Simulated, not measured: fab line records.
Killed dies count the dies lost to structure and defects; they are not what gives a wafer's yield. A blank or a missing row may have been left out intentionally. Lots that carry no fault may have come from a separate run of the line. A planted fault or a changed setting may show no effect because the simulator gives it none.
One fault through the eyes of 2 desks -- flow berkeley_cmos170 -- each desk has only its own numbers; what lay behind them comes last

FROM THE METROLOGY DESK
What the gauges read for every lot (on any tool): the sampled wafers with a number, averaged. The brackets show how far a lot's mean lies from the usual mean; more than 4 standard deviations puts the lot out of limits, marked OUT.
Columns: A = cd_nm at UCB170_M3_CD_MEAS_15, usual 700.2 nm; B = M3_OVL at UCB170_M3_OVL_MEAS_16, usual 4 nm
lot,first seen here,A,B
L559,day 9 21:12,700.9,6
L561,day 10 08:35,701.1,3
L566,day 10 19:46,700.9,-0
L565,day 10 19:52,698.2,9
L569,day 11 20:54,698.8,1
L572,day 12 23:00,701.2,1
Finding of this desk: none of the 6 lots has anything out of limits.

DESK OF THE TOOL OWNER: rie_metal-01
The tool's own readings at UCB170_M3_METAL_ETCH_18 (etches Al in Cl2/BCl3, stops on SiO2, target depth 1170 nm, time 195 s): means of the sampled wafers that have a number, for each lot that ran on this tool. The brackets show how far a lot's mean lies from the usual mean; more than 4 standard deviations puts the lot out of limits, marked OUT.
Columns: A = drypump_motor_current_A at UCB170_M3_METAL_ETCH_18, usual 5.5 A; B = oes_product_au at UCB170_M3_METAL_ETCH_18, usual 0.855 a.u.; C = throttle_valve_pct at UCB170_M3_METAL_ETCH_18, usual 24.32 %
lot,first seen here,A,B,C
L559,day 9 21:24,5.4,0.863,24.12
L561,day 10 08:46,5.4,0.864,24.12
L572,day 12 23:12,5.3,0.859,24.07
Finding of this desk: none of the 3 lots has anything out of limits.

TAKEN TOGETHER
The metrology desk saw nothing out of limits.
The tool owner's desk saw nothing out of limits.

WHAT THE SIMULATOR PUT IN
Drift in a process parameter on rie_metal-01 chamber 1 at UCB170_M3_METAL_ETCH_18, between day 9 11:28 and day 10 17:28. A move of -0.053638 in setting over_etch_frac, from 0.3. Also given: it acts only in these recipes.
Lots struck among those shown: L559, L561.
